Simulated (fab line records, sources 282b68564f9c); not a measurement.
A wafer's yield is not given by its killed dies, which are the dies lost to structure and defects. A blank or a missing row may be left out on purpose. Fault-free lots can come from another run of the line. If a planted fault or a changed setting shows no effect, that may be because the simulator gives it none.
Which tool is to blame? || flow rit cmos || Sampling: 6 lots, 18 wafers, 2 of 202 route steps

## WHAT THE GAUGES SHOWED, per wafer
RIT_FOX2_THK_MEAS_91.
{"lot": "L626", "measured": "day 2 16:10", "on": "film metro-04", "FIELD_OXIDE_LEFT_2_THK (nm)": "255 265 255"}
{"lot": "L633", "measured": "day 4 01:22", "on": "film metro-04", "FIELD_OXIDE_LEFT_2_THK (nm)": "226 223 228"}
{"lot": "L641", "measured": "day 5 16:41", "on": "film metro-02", "FIELD_OXIDE_LEFT_2_THK (nm)": "257 253 255"}
{"lot": "L643", "measured": "day 6 03:22", "on": "film metro-04", "FIELD_OXIDE_LEFT_2_THK (nm)": "249 255 250"}
{"lot": "L645", "measured": "day 6 12:34", "on": "film metro-01", "FIELD_OXIDE_LEFT_2_THK (nm)": "252 247 256"}
{"lot": "L647", "measured": "day 6 22:34", "on": "film metro-01", "FIELD_OXIDE_LEFT_2_THK (nm)": "257 257 264"}

## TOOL THAT RAN EACH LOT (tool first, then ch and the chambers of the sampled wafers, then the start)
{"lot": "L626", "RIT_GATE_CLEAN_04": "wet bench-01 ch 0, day 2 16:07"}
{"lot": "L633", "RIT_GATE_CLEAN_04": "wet bench-01 ch 2, day 4 01:21"}
{"lot": "L641", "RIT_GATE_CLEAN_04": "wet bench-03 ch 0, day 5 16:40"}
{"lot": "L643", "RIT_GATE_CLEAN_04": "wet bench-03 ch 0, day 6 03:20"}
{"lot": "L645", "RIT_GATE_CLEAN_04": "wet bench-04 ch 1, day 6 12:33"}
{"lot": "L647", "RIT_GATE_CLEAN_04": "wet bench-04 ch 1, day 6 22:32"}
- RIT_GATE_CLEAN_04: cleans in dHF, time 60 s.

## THE ANSWER, worked out from the rows above alone
Rule: the usual values come from the lots themselves. The widest of any qualifying gaps counts: lots, ordered by their means at a reading, are off when they make up no more than a third of the lots, leave a main group of 4 or more, and stand apart from it by 3 or more times the standard deviation of that group's means. A main group whose means are all the same, to the digits that the tables above print for the reading, isn't used. A lot without any number at a reading at which 4 lots or more have one is off too. All remaining lots with rows at the step are treated as sound.
Off: L633, seen at RIT_FOX2_THK_MEAS_91 (FIELD_OXIDE_LEFT_2_THK). The main group has a mean of 255 nm with a standard deviation of 3.3.
If a tool, at a process step before that reading, ran all the lots that are off and no sound lot after the first of them, it fits. The gauges at RIT_FOX2_THK_MEAS_91 are tried like those tools. One candidate fits, namely wet bench-01 at RIT_GATE_CLEAN_04. Its last sound lot is L626 (day 2 16:07), its first lot that is off L633 (day 4 01:21): a fault that began between those two fits.

## WHAT WAS PUT IN BY THE SIMULATOR
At RIT_GATE_CLEAN_04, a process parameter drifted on wet bench-01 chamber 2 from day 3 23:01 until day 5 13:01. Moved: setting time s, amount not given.
Struck lots among those shown: L633. This agrees with what the rule above found.
